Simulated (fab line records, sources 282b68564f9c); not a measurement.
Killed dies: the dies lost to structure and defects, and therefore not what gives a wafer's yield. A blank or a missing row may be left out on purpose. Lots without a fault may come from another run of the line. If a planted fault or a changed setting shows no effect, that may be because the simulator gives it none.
fab line records	flow ritCmos
[record] lots = 7	wafers = 21	lastDay = 7
route steps=202 shown ACTIVE@1 FOX1@20 FOX2@23 M1@202
lots that met no fault: from a run of the same line without faults
startH: hours from the record's first day to the start of the lot's first wafer shown	waitH: hours since the lot's step before	" the same as in the row above	L1.1+2: several wafers, shown together as one row	- value missing, or start not given	* or withheld: withheld	< > ~ a bound
route shown NAME@n: NAME is a module with steps in the file, n the number in the route of the first one	usual: average and standard deviation across the fault-free wafers	same: alike in all rows	chamber/n: place in a boat	sites: the reading at each site	_std_site: standard deviation of those values	_edge_site: inner sites' mean taken away from outer sites' mean	radiusMm: how far each site lies from the wafer's centre	mask NAME#n: copy n	behind: the last tool/chamber to shape the wafer	hold: why the lot was held/for how many hours/how that ended	device: transistor that didn't switch, given as n, p or np	end of line: the tests these same wafers got at the end of their route	where a step has no rows: the recipe by itself	killed: the dies lost at the first sort to structure and to defects; this is not the yield of the wafer	map: the dies of a wafer, with x for killed, . for not killed, _ for no die there
set.NAME: the run value of the setting; set.NAME@STEP: its run value at that earlier step	model.NAME: the simulator's own value behind a step, which no gauge read
lots seen at some steps along the route; tables by step, rows by wafer
services: when a tool's chamber went out of use (startH, in hours from the record's first day, below 0 if earlier), for how many hours, and the reason
[[steps]]
[step RIT_ACTIVE_BOW_MEAS_00]
[recipe] mode = bow
[usual] INCOMING_BOW = 0/6.2
lot.wafer	tool	chamber	startH	waitH	INCOMING_BOW[um]
L740.1	filmMetro-03	-	20.00	-	0
L740.3	"	-	"	"	-3
L740.6	"	-	"	"	1
L746.3	filmMetro-04	-	50.04	-	-5
L746.5	"	-	"	"	0
L746.6	"	-	"	"	-1
L747.1	filmMetro-03	-	55.00	-	7
L747.4	"	-	"	"	-10
L747.6	"	-	"	"	7
L749.2	filmMetro-02	-	65.02	-	2
L749.5	"	-	"	"	-10
L749.6	"	-	"	"	2
L753.2	filmMetro-03	-	85.02	-	-3
L753.5	"	-	"	"	8
L753.6	"	-	"	"	5
L757.1	filmMetro-04	-	105.00	-	3
L757.2	"	-	"	"	-4
L757.4	"	-	"	"	-4
L759.2	filmMetro-04	-	115.02	-	15
L759.3	"	-	"	"	-5
L759.5	"	-	"	"	-3
[step RIT_ACTIVE_OXIDATION_01]
[recipe] tempC = 1000	ambient = O2	targetThkA = 468	oxTimeS = 3360
[usual] spikeTcCentreC = 1003.2/1.7	spikeTcLoadC = 1025.7/2.8	spikeTcSourceC = 1025.5/1.7	tubeCenterTempC = 1000/0.093	tube_center_temp_C_max = 1002.6/0.43
lot.wafer	tool	chamber	startH	waitH	spikeTcCentreC	spikeTcLoadC	spikeTcSourceC	tubeCenterTempC	tube_center_temp_C_max	model.SiO2_of_ACTIVE_OXIDATION_01.thkNm
L740.1	furnace-04	0	21.35	1.3	1004.7	1023.1	1027.2	999.97	1002.8	47.58
L740.3	"	0	"	"	1005.5	1025.5	1025.1	1000	1002.4	46.04
L740.6	"	0	"	"	1003.6	1021.2	1026.9	999.95	1002.9	46.51
L746.3	furnace-04	0	50.12	0.1	1027.6	1047.3	1052.8	1025	1027.5	59.51
L746.5	"	0	"	"	1027.5	1047.8	1053.2	1025.2	1027.8	58.64
L746.6	"	0	"	"	1030.3	1050.2	1053.5	1025.1	1029.4	59.14
L747.1	furnace-04	0	55.12	0.1	1029.1	1048.6	1051.7	1024.9	1027.1	58.82
L747.4	"	0	"	"	1027.7	1047.1	1051.5	1024.9	1027.3	59.81
L747.6	"	0	"	"	1029.2	1049.4	1052.9	1025	1027.4	59.97
L749.2	furnace-04	0	65.12	0.1	1029.9	1048.9	1051.2	1024.9	1027.4	58.55
L749.5	"	0	"	"	1027.4	1048.6	1052.6	1024.9	1026.9	58.35
L749.6	"	0	"	"	1028.7	1049.4	1054.6	1025	1027.4	58.93
L753.2	furnace-01	0	85.12	0.1	1000.9	1027.9	1024.7	999.96	1002.7	48.16
L753.5	"	0	"	"	999.8	1029.8	1023.5	1000	1002.4	48.02
L753.6	"	0	"	"	1002.0	1030.3	1022.7	1000.1	1002.3	47.58
L757.1	furnace-03	0	107.59	2.6	1006.4	1024.9	1028.4	1000.1	1002.8	48.45
L757.2	"	0	"	"	1005.6	1027.3	1025.3	999.86	1002.5	47.63
L757.4	"	0	"	"	1003.4	1026.7	1025.6	1000.1	1002.4	48.04
L759.2	furnace-03	0	115.12	0.1	1004.6	1025.2	1024.3	1000.1	1002.7	47.37
L759.3	"	0	"	"	1007.1	1024.8	1025.5	999.92	1002.2	47.64
L759.5	"	0	"	"	1005.7	1025.1	1025.4	1000	1002.3	46.97
[step RIT_ACTIVE_THK_MEAS_02]
[recipe] reads = SiO2_of_ACTIVE_OXIDATION_01
[usual] ACTIVE_OXIDE_THK = 47.0/0.8
lot.wafer	tool	chamber	startH	waitH	ACTIVE_OXIDE_THK[nm]
L740.1	filmMetro-02	-	23.29	0.0	47.6
L740.3	"	-	"	"	46.0
L740.6	"	-	"	"	46.5
L746.3	filmMetro-04	-	52.07	0.0	59.5
L746.5	"	-	"	"	58.7
L746.6	"	-	"	"	59.2
L747.1	filmMetro-02	-	57.05	0.0	58.8
L747.4	"	-	"	"	59.8
L747.6	"	-	"	"	59.9
L749.2	filmMetro-02	-	67.06	0.0	58.6
L749.5	"	-	"	"	58.3
L749.6	"	-	"	"	59.0
L753.2	filmMetro-02	-	87.06	0.0	48.2
L753.5	"	-	"	"	48.0
L753.6	"	-	"	"	47.6
L757.1	filmMetro-02	-	109.52	0.0	48.5
L757.2	"	-	"	"	47.7
L757.4	"	-	"	"	48.1
L759.2	filmMetro-02	-	117.06	0.0	47.3
L759.3	"	-	"	"	47.6
L759.5	"	-	"	"	47.0
[step RIT_ACTIVE_CVD_03]
[recipe] material = Si3N4	targetThkNm = 150	tempC = 810	precursor = SiH2Cl2/NH3	timeS = 1500	pressureMtorr = 300	sih2cl2FlowSccm = 59.01	nh3FlowSccm = 150
[step RIT_ACTIVE_THK_MEAS_04]
[recipe] reads = Si3N4_of_ACTIVE_CVD_03
[usual] ACTIVE_NITRIDE_THK = 149.4/1.1
lot.wafer	tool	chamber	startH	waitH	ACTIVE_NITRIDE_THK[nm]
L740.1	filmMetro-03	-	24.76	0.0	148.7
L740.3	"	-	"	"	151.4
L740.6	"	-	"	"	148.3
L746.3	filmMetro-03	-	54.55	0.0	148.5
L746.5	"	-	"	"	149.2
L746.6	"	-	"	"	148.7
L747.1	filmMetro-04	-	59.48	0.0	149.3
L747.4	"	-	"	"	150.1
L747.6	"	-	"	"	149.4
L749.2	filmMetro-03	-	68.54	0.0	148.0
L749.5	"	-	"	"	149.3
L749.6	"	-	"	"	148.4
L753.2	filmMetro-02	-	88.54	0.0	149.6
L753.5	"	-	"	"	150.7
L753.6	"	-	"	"	150.8
L757.1	filmMetro-02	-	111.00	0.0	149.6
L757.2	"	-	"	"	147.8
L757.4	"	-	"	"	146.9
L759.2	filmMetro-04	-	118.54	0.0	149.8
L759.3	"	-	"	"	151.4
L759.5	"	-	"	"	151.6
[step RIT_ACTIVE_HMDS_05]
[recipe] primeTimeS = 60	primeTempC = 140
[step RIT_ACTIVE_COAT_06]
[recipe] resist = NOVOLAK	spinRpm = 3250	resistThkNm = 1007
[step RIT_ACTIVE_SOFTBAKE_07]
[recipe] resist = NOVOLAK	tempC = 90	timeS = 60
[step RIT_ACTIVE_EXPOSE_08]
[recipe] maskId = M1	na = 0.6	sourceShape = conventional	sigmaOuter = 0.6	targetCdNm = 1400	doseMj = 225
[step RIT_ACTIVE_PEB_09]
[recipe] resist = NOVOLAK	tempC = withheld	timeS = withheld
[step RIT_ACTIVE_DEVELOP_10]
[recipe] resist = NOVOLAK	developTimeS = 50	devTempC = 23
[step RIT_ACTIVE_CD_MEAS_11]
[recipe] targetCdNm = 1400
[usual] cdNm = 1400.4/2.3
lot.wafer	tool	chamber	startH	waitH	cdNm
L740.1	cdSem-01	-	25.80	-	1399.7
L740.3	"	-	"	"	1401.4
L740.6	"	-	"	"	1399.2
L746.3	cdSem-01	-	55.69	-	1399.3
L746.5	"	-	"	"	1401.6
L746.6	"	-	"	"	1401.1
L747.1	cdSem-02	-	60.52	-	1400.4
L747.4	"	-	"	"	1402.9
L747.6	"	-	"	"	1403.7
L749.2	cdSem-02	-	69.58	-	1399.9
L749.5	"	-	"	"	1399.7
L749.6	"	-	"	"	1398.3
L753.2	cdSem-01	-	89.46	-	1400.1
L753.5	"	-	"	"	1400.8
L753.6	"	-	"	"	1401.9
L757.1	cdSem-02	-	111.91	-	1400.4
L757.2	"	-	"	"	1400.4
L757.4	"	-	"	"	1403.5
L759.2	cdSem-02	-	119.46	-	1397.0
L759.3	"	-	"	"	1397.8
L759.5	"	-	"	"	1399.9
[step RIT_ACTIVE_HARDBAKE_12]
[recipe] resist = NOVOLAK	tempC = 140	timeS = 60
[step RIT_ACTIVE_ETCH_13]
[recipe] stopOn = SiO2	chemistry = SF6	target = Si3N4	timeS = 210	overEtchFrac = 0.4	SF6_flow_sccm = 200	pressureMtorr = 260	rfW = 125	targetDepthA = 2100
[usual] drypumpMotorCurrentA = 5.5/0.34	oesProductAu = 0.821/0.014	throttleValvePct = 7.51/0.15
lot.wafer	tool	chamber	startH	waitH	drypumpMotorCurrentA	oesProductAu	rfHoursCounterH	throttleValvePct
L740.1	rieDiel-03	3	26.07	0.1	5.9	0.812	103	7.62
L740.3	"	0	"	"	5.2	0.855	149	7.49
L740.6	"	0	"	"	5.1	0.842	-	7.52
L746.3	rieDiel-04	0	55.92	0.1	5.7	0.823	135	7.56
L746.5	"	1	"	"	6.1	0.825	-	7.42
L746.6	"	3	"	"	5.3	0.823	-	7.78
L747.1	rieDiel-04	0	60.79	0.1	5.7	0.835	135	7.55
L747.4	"	3	"	"	5.3	0.821	-	7.77
L747.6	"	1	"	"	6.2	0.828	-	7.42
L749.2	rieDiel-03	1	69.83	0.1	5.5	0.799	47	7.31
L749.5	"	3	"	"	5.9	0.809	-	7.62
L749.6	"	2	"	"	5.5	0.826	-	7.60
L753.2	rieDiel-03	0	89.71	0.1	5.1	0.846	151	7.49
L753.5	"	2	"	"	5.5	0.833	-	7.60
L753.6	"	1	"	"	5.5	0.819	-	7.33
L757.1	rieDiel-03	1	112.18	0.1	5.5	0.812	48	7.32
L757.2	"	3	"	"	5.9	0.800	105	7.62
L757.4	"	2	"	"	5.5	0.817	97	7.60
L759.2	rieDiel-03	1	119.71	0.1	5.5	0.810	48	7.33
L759.3	"	2	"	"	5.5	0.830	97	7.60
L759.5	"	1	"	"	5.5	0.814	-	7.33
[step RIT_ACTIVE_STRIP_14]
[recipe] chemistry = O2	timeS = 180	resist = NOVOLAK	platenTempC = withheld	powerW = 500	pressureMtorr = 4000	o2FlowSccm = 4000
[usual] drypumpMotorCurrentA = 5.8/0.35
lot.wafer	tool	chamber	startH	waitH	drypumpMotorCurrentA	rfHoursCounterH
L740.1	plasmaAsher-02	1	26.20	0.1	5.8	37
L740.3	"	0	"	"	5.7	-
L740.6	"	0	"	"	5.7	-
L746.3	plasmaAsher-01	1	56.12	0.1	6.0	-
L746.5	"	0	"	"	5.7	-
L746.6	"	1	"	"	6.0	-
L747.1	plasmaAsher-03	1	60.92	0.1	5.2	25
L747.4	"	0	"	"	6.4	-
L747.6	"	0	"	"	6.4	-
L749.2	plasmaAsher-01	1	69.97	0.1	6.0	43
L749.5	"	0	"	"	5.6	-
L749.6	"	1	"	"	6.0	-
L753.2	plasmaAsher-03	1	89.84	0.1	5.2	28
L753.5	"	0	"	"	6.4	-
L753.6	"	1	"	"	5.2	-
L757.1	plasmaAsher-02	0	112.31	0.1	5.7	46
L757.2	"	1	"	"	5.8	46
L757.4	"	1	"	"	5.8	-
L759.2	plasmaAsher-03	0	119.84	0.1	6.3	31
L759.3	"	1	"	"	5.2	-
L759.5	"	0	"	"	6.4	-
[step RIT_ACTIVE_CD_MEAS_90]
[recipe] targetCdNm = 1400
[usual] cdNm = 1400.4/2.3
lot.wafer	tool	chamber	startH	waitH	cdNm
L740.1	cdSem-01	-	26.38	0.1	1399.6
L740.3	"	-	"	"	1401.8
L740.6	"	-	"	"	1399.4
L746.3	cdSem-01	-	56.27	0.1	1399.5
L746.5	"	-	"	"	1401.2
L746.6	"	-	"	"	1401.1
L747.1	cdSem-01	-	61.10	0.1	1400.2
L747.4	"	-	"	"	1402.9
L747.6	"	-	"	"	1403.7
L749.2	cdSem-01	-	70.16	0.1	1400.3
L749.5	"	-	"	"	1400.0
L749.6	"	-	"	"	1398.3
L753.2	cdSem-01	-	90.04	0.1	1400.3
L753.5	"	-	"	"	1401.6
L753.6	"	-	"	"	1401.6
L757.1	cdSem-02	-	112.49	0.1	1400.1
L757.2	"	-	"	"	1400.2
L757.4	"	-	"	"	1403.2
L759.2	cdSem-02	-	120.04	0.1	1397.3
L759.3	"	-	"	"	1398.2
L759.5	"	-	"	"	1399.7
[step RIT_ACTIVE_CLEAN_15]
[recipe] chemistry = SC1	mix = 3:3:50	timeS = 600	tempC = 75
[step RIT_ACTIVE_CLEAN_16]
[recipe] chemistry = dHF	dilution = 50:1	timeS = 30
[step RIT_ACTIVE_CLEAN_17]
[recipe] chemistry = SC2	mix = 3:3:50	timeS = 600	tempC = 75	dry = n2Spin
[step RIT_FOX1_OXIDATION_00]
[recipe] tempC = 1100	ambient = H2O	targetThkA = 3507	pH2oTorr = 720	oxTimeS = 1130
[step RIT_FOX1_THK_MEAS_01]
[recipe] reads = SiO2_of_FOX1_OXIDATION_00
[usual] FOX1_OXIDE_THK = 354/6.8
lot.wafer	tool	chamber	startH	waitH	FOX1_OXIDE_THK[nm]
L740.1	filmMetro-01	-	28.18	0.0	348
L740.3	"	-	"	"	347
L740.6	"	-	"	"	345
L746.3	filmMetro-03	-	58.05	0.0	338
L746.5	"	-	"	"	338
L746.6	"	-	"	"	344
L747.1	filmMetro-03	-	62.90	0.0	357
L747.4	"	-	"	"	360
L747.6	"	-	"	"	362
L749.2	filmMetro-01	-	72.00	0.0	355
L749.5	"	-	"	"	352
L749.6	"	-	"	"	358
L753.2	filmMetro-02	-	92.74	0.0	356
L753.5	"	-	"	"	356
L753.6	"	-	"	"	358
L757.1	filmMetro-02	-	114.70	0.0	366
L757.2	"	-	"	"	358
L757.4	"	-	"	"	353
L759.2	filmMetro-01	-	123.38	0.0	362
L759.3	"	-	"	"	363
L759.5	"	-	"	"	358
[step RIT_FOX1_WET_ETCH_02]
[recipe] chemistry = BOE	targetDepthNm = 350	timeS = 400.1	tempC = 21.5	dry = n2Spin	dilution = 10:1	target = SiO2
[step RIT_FOX2_OXIDATION_00]
[recipe] tempC = 1100	ambient = H2O	targetThkA = 3507	pH2oTorr = 720	oxTimeS = 1130
[step RIT_FOX2_THK_MEAS_01]
[recipe] reads = SiO2_of_FOX2_OXIDATION_00
[usual] FOX2_OXIDE_THK = 353/6.9
lot.wafer	tool	chamber	startH	waitH	FOX2_OXIDE_THK[nm]
L740.1	filmMetro-04	-	29.67	0.0	354
L740.3	"	-	"	"	361
L740.6	"	-	"	"	355
L746.3	filmMetro-01	-	59.55	0.0	344
L746.5	"	-	"	"	341
L746.6	"	-	"	"	347
L747.1	filmMetro-03	-	64.40	0.0	350
L747.4	"	-	"	"	347
L747.6	"	-	"	"	350
L749.2	filmMetro-03	-	73.49	0.0	355
L749.5	"	-	"	"	357
L749.6	"	-	"	"	360
L753.2	filmMetro-01	-	95.02	0.0	358
L753.5	"	-	"	"	353
L753.6	"	-	"	"	355
L757.1	filmMetro-01	-	116.19	0.0	352
L757.2	"	-	"	"	347
L757.4	"	-	"	"	349
L759.2	filmMetro-04	-	126.83	0.0	362
L759.3	"	-	"	"	365
L759.5	"	-	"	"	370
[step RIT_FOX2_CLEAN_02]
[recipe] chemistry = dHF	dilution = 50:1	timeS = 180
[step RIT_FOX2_WET_ETCH_03]
[recipe] chemistry = H3PO4	target = Si3N4	targetDepthNm = 195	tempC = 165	timeS = 2700
[usual] tempC = 165.02/0.14
lot.wafer	tool	chamber	startH	waitH	tempC	model.SiO2_of_ACTIVE_OXIDATION_01.thkNm
L740.1	wetBench-02	0	29.79	0.0	165.00	42.21
L740.3	"	0	"	"	165.22	40.86
L740.6	"	0	"	"	165.21	41.3
L746.3	wetBench-02	1	59.65	0.0	164.92	52.77
L746.5	"	1	"	"	165.01	51.75
L746.6	"	1	"	"	164.91	52.42
L747.1	wetBench-02	0	64.52	0.0	164.65	52.44
L747.4	"	0	"	"	164.63	53.34
L747.6	"	0	"	"	164.65	53.22
L749.2	wetBench-03	2	73.60	0.0	164.89	52.16
L749.5	"	2	"	"	165.08	51.97
L749.6	"	2	"	"	165.04	52.25
L753.2	wetBench-04	0	95.13	0.0	164.97	42.69
L753.5	"	0	"	"	165.16	42.32
L753.6	"	0	"	"	165.13	42.18
L757.1	wetBench-04	2	116.31	0.0	165.22	43.04
L757.2	"	2	"	"	165.11	42.29
L757.4	"	2	"	"	165.25	42.42
L759.2	wetBench-04	3	126.93	0.0	164.84	42
L759.3	"	3	"	"	165.04	42
L759.5	"	3	"	"	164.88	41.66
[step RIT_FOX2_THK_MEAS_90]
[recipe] reads = SiO2_of_FOX2_OXIDATION_00
[usual] FIELD_OXIDE_LEFT_1_THK = 325/6.9
lot.wafer	tool	chamber	startH	waitH	FIELD_OXIDE_LEFT_1_THK[nm]
L740.1	filmMetro-01	-	30.55	0.0	327
L740.3	"	-	"	"	334
L740.6	"	-	"	"	328
L746.3	filmMetro-01	-	60.43	0.0	316
L746.5	"	-	"	"	314
L746.6	"	-	"	"	319
L747.1	filmMetro-01	-	65.42	0.0	323
L747.4	"	-	"	"	319
L747.6	"	-	"	"	323
L749.2	filmMetro-04	-	74.37	0.0	327
L749.5	"	-	"	"	330
L749.6	"	-	"	"	333
L753.2	filmMetro-04	-	95.89	0.0	331
L753.5	"	-	"	"	326
L753.6	"	-	"	"	328
L757.1	filmMetro-01	-	117.21	0.0	325
L757.2	"	-	"	"	320
L757.4	"	-	"	"	322
L759.2	filmMetro-04	-	127.77	0.0	334
L759.3	"	-	"	"	337
L759.5	"	-	"	"	343
[step RIT_M1_PROBE_99]
[usual] killedAtContacts = 0.1/0.25	killedAtFrontEnd = 7.1/2.9	killedDies = 7.2/2.9	killedOpen = 3.6/1.9	killedShort = 3.5/1.9
[same] grossDies = 264	killed_at_M0_to_M3 = 0	killed_at_M4_up = 0	killedAtBackSide = 0	killedAtOther = 0
lot.wafer	tool	chamber	startH	waitH	killedAtContacts	killedAtFrontEnd	killedDies	killedOpen	killedShort	model.etest.nldd.widthNm	model.etest.pldd.widthNm	model.etest.pplusSal.widthNm	model.etest.nplusSal.widthNm	model.etest.nmosNarrow.driveUaUm	model.etest.pmosNarrow.driveUaUm	model.etest.nmos_0p3.driveUaUm	model.etest.wellEdgeRight.lineOhmUm
L740.1	prober-02	-	70.47	0.1	0	10	10	3	7	3147	3157	3438	3464	229.5	101.8	229.5	183
L740.3	prober-02	-	70.57	0.2	0	9	9	5	4	3183	3181	3444	3443	236.5	105.2	233.5	183
L740.6	prober-02	-	70.72	0.2	0	9	9	5	4	3170	3196	3410	3431	235.9	103.2	234	184.1
L746.3	prober-01	-	98.22	0.2	0	4	4	2	2	3056	3071	3365	3389	190	85.17	210	183.8
L746.5	prober-01	-	98.32	0.2	0	15	15	8	7	3084	3077	3414	3406	194.3	87.01	208.4	182.7
L746.6	prober-01	-	98.37	0.2	0	2	2	2	0	3054	3068	3381	3390	188.8	85.15	207.6	183.5
L747.1	prober-02	-	102.45	0.1	1	4	5	2	3	3021	3034	3398	3382	186.8	83.35	212.6	183.7
L747.4	prober-02	-	102.60	0.2	0	7	7	1	6	3024	3033	3388	3365	186.8	83.17	212.4	183.6
L747.6	prober-02	-	102.70	0.2	0	6	6	3	3	3010	2993	3376	3376	177.7	79.89	207.2	183.8
L749.2	prober-02	-	116.37	0.1	0	6	6	2	4	3032	3019	3378	3372	181.5	82	207.6	184.5
L749.5	prober-02	-	116.52	0.2	0	7	7	3	4	3034	3020	3398	3373	186.6	82.43	211.3	186.1
L749.6	prober-02	-	116.57	0.2	0	10	10	8	2	3003	2985	3351	3369	179.5	82.66	211.4	184.5
L753.2	prober-02	-	138.05	0.1	0	7	7	3	4	3139	3143	3414	3417	202.5	91.67	209.2	184.5
L753.5	prober-02	-	138.20	0.2	0	3	3	1	2	3173	3139	3414	3435	211.3	94.56	213.7	183.5
L753.6	prober-02	-	138.25	0.2	1	10	11	4	7	3168	3128	3416	3432	208.5	92.55	210	183.3
L757.1	prober-02	-	156.57	0.1	0	6	6	4	2	3160	3135	3437	3408	230.1	98.96	234.6	182.9
L757.2	prober-02	-	156.62	0.1	1	11	12	7	5	3156	3168	3440	3434	230.4	101.9	233.8	179
L757.4	prober-02	-	156.72	0.2	0	8	8	5	3	3175	3164	3442	3436	234.8	101.1	235.2	181.4
L759.2	prober-02	-	165.09	0.1	0	12	12	9	3	3141	3144	3415	3396	206.1	94.03	216	182.8
L759.3	prober-02	-	165.14	0.2	0	5	5	3	2	3130	3139	3427	3424	213.3	94.3	218	182
L759.5	prober-02	-	165.24	0.2	0	7	7	3	4	3144	3148	3426	3452	213.1	94.6	217.1	181.3
// killed by level:class
L740.1 SPACER:geometricParticle:short=3 FOX1:geometricParticle:short=2 GATE:geometricParticle:short=2 SPACER:geometricParticle:open=2 FOX1:geometricParticle:open=1
L740.3 GATE:geometricParticle:open=2 GATE:geometricParticle:short=2 REOX:geometricParticle:open=2 SPACER:geometricParticle:short=2 FOX1:geometricParticle:open=1
L740.6 GATE:geometricParticle:open=3 GATE:geometricParticle:short=2 SILICIDE:geometricParticle:open=2 FOX1:geometricParticle:short=1 SPACER:geometricParticle:short=1
L746.3 FOX1:geometricParticle:open=1 GATE:geometricParticle:short=1 GATE:geometricParticle:open=1 REOX:geometricParticle:short=1
L746.5 GATE:geometricParticle:open=3 GATE:geometricParticle:short=2 REOX:geometricParticle:short=2 SPACER:geometricParticle:open=2 ACTIVE:geometricParticle:short=1 FOX1:geometricParticle:open=1 REOX:geometricParticle:open=1 SPACER:geometricParticle:short=1
L746.6 REOX:geometricParticle:open=1 SILICIDE:geometricParticle:open=1
L747.1 REOX:geometricParticle:short=2 GATE:geometricParticle:open=1 SILICIDE:geometricParticle:open=1 CONTACT:geometricParticle:short=1
L747.4 GATE:geometricParticle:short=2 REOX:geometricParticle:short=2 FOX1:geometricParticle:open=1 FOX1:geometricParticle:short=1 FOX2:geometricParticle:short=1
L747.6 FOX1:geometricParticle:short=3 FOX1:geometricParticle:open=1 GATE:geometricParticle:open=1 REOX:geometricParticle:open=1
L749.2 GATE:geometricParticle:short=3 GATE:geometricParticle:open=1 REOX:geometricParticle:open=1 SILICIDE:geometricParticle:short=1
L749.5 SILICIDE:geometricParticle:open=2 FOX1:geometricParticle:short=1 GATE:geometricParticle:open=1 GATE:geometricParticle:short=1 REOX:geometricParticle:short=1 SILICIDE:geometricParticle:short=1
L749.6 GATE:geometricParticle:open=3 REOX:geometricParticle:open=3 GATE:geometricParticle:short=2 FOX1:geometricParticle:open=1 SILICIDE:geometricParticle:open=1
L753.2 GATE:geometricParticle:short=3 GATE:geometricParticle:open=2 FOX2:geometricParticle:open=1 REOX:geometricParticle:short=1
L753.5 GATE:geometricParticle:open=1 REOX:geometricParticle:short=1 SPACER:geometricParticle:short=1
L753.6 GATE:geometricParticle:open=2 REOX:geometricParticle:short=2 REOX:geometricParticle:open=2 SPACER:geometricParticle:short=2 GATE:geometricParticle:short=1 SILICIDE:geometricParticle:short=1 CONTACT:geometricParticle:short=1
L757.1 GATE:geometricParticle:open=4 REOX:geometricParticle:short=1 SPACER:geometricParticle:short=1
L757.2 FOX1:geometricParticle:open=2 GATE:geometricParticle:short=2 GATE:geometricParticle:open=2 FOX2:geometricParticle:open=1 REOX:geometricParticle:open=1 REOX:geometricParticle:short=1 SPACER:geometricParticle:open=1 SPACER:geometricParticle:short=1
L757.4 GATE:geometricParticle:open=4 FOX1:geometricParticle:open=1 FOX1:geometricParticle:short=1 SPACER:geometricParticle:short=1 SILICIDE:geometricParticle:short=1
L759.2 FOX1:geometricParticle:open=3 SILICIDE:geometricParticle:open=3 GATE:geometricParticle:short=2 GATE:geometricParticle:open=2 FOX2:geometricParticle:open=1 SILICIDE:geometricParticle:short=1
L759.3 GATE:geometricParticle:open=2 FOX2:geometricParticle:short=1 GATE:geometricParticle:short=1 SILICIDE:geometricParticle:open=1
L759.5 FOX1:geometricParticle:short=2 GATE:geometricParticle:open=2 FOX2:geometricParticle:open=1 GATE:geometricParticle:short=1 SILICIDE:geometricParticle:short=1
[[services]]
tool	chamber	startH	hours	kind
plasmaAsher-02	-	19.21	2.5	repair
plasmaAsher-03	-	21.76	15.6	pm
rieDiel-03	2	21.84	23.5	repair
furnace-01	-	22.83	3.0	pm
rieDiel-03	1	28.36	5.6	repair
plasmaAsher-01	-	34.24	5.5	repair
rieDiel-04	2	55.77	5.1	repair
wetBench-02	-	69.68	2.6	repair
furnace-01	-	79.86	2.9	pm
furnace-04	-	90.36	3.3	pm
furnace-04	-	96.85	3.9	pm
furnace-03	-	104.38	3.2	pm
furnace-04	-	105.09	10.7	pm
plasmaAsher-01	-	108.75	9.0	pm
plasmaAsher-01	0	108.75	9.0	ventCycle
plasmaAsher-01	1	108.75	9.0	ventCycle
plasmaAsher-02	-	109.32	2.8	pm
plasmaAsher-01	0	117.75	-	clean
plasmaAsher-01	1	117.75	-	clean
furnace-03	-	120.12	9.4	repair
[[key]]
[firstSign] step = RIT_ACTIVE_OXIDATION_01	reading = tubeCenterTempC	direction = up	sigmas = 99+	usual = *	struck = *
[effect] step = RIT_ACTIVE_OXIDATION_01	reading = tube_center_temp_C_max	direction = up	sigmas = 59	usual = *	struck = *
[effect] step = RIT_ACTIVE_THK_MEAS_02	reading = ACTIVE_OXIDE_THK	direction = up	sigmas = 15	usual = 47.0	struck = 59.1
[modelEffect] step = RIT_ACTIVE_OXIDATION_01	value = SiO2_of_ACTIVE_OXIDATION_01.thkNm	without = 46.64	struck = 59.08
[modelEffect] step = RIT_FOX2_WET_ETCH_03	value = SiO2_of_ACTIVE_OXIDATION_01.thkNm	without = 41.41	struck = 52.48
[modelEffect] step = RIT_M1_PROBE_99	value = etest.nldd.widthNm	without = 3180	struck = 3035
metAt RIT_ACTIVE_OXIDATION_01
struckWafers L746.3,L746.5,L746.6,L747.1,L747.4,L747.6,L749.2,L749.5,L749.6
testerLeftOut L746,L747,L749
onsetBetween 21.35 50.12
[fault] kind = processParameterDrift	tool = furnace-04	chamber = -	onsetH = 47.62	steps = RIT_ACTIVE_OXIDATION_01	channel = tempC	offset = *	shape = step	endH = 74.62	actsIn = *	stated = *
// testerLeftOut: of these lots the tester's yield and bins aren't shown, on N5 and GAA mostly nor the transistor test; their killed dies are dies lost to structure and defects alone, not to doping, threshold or leakage, so they don't give the yield
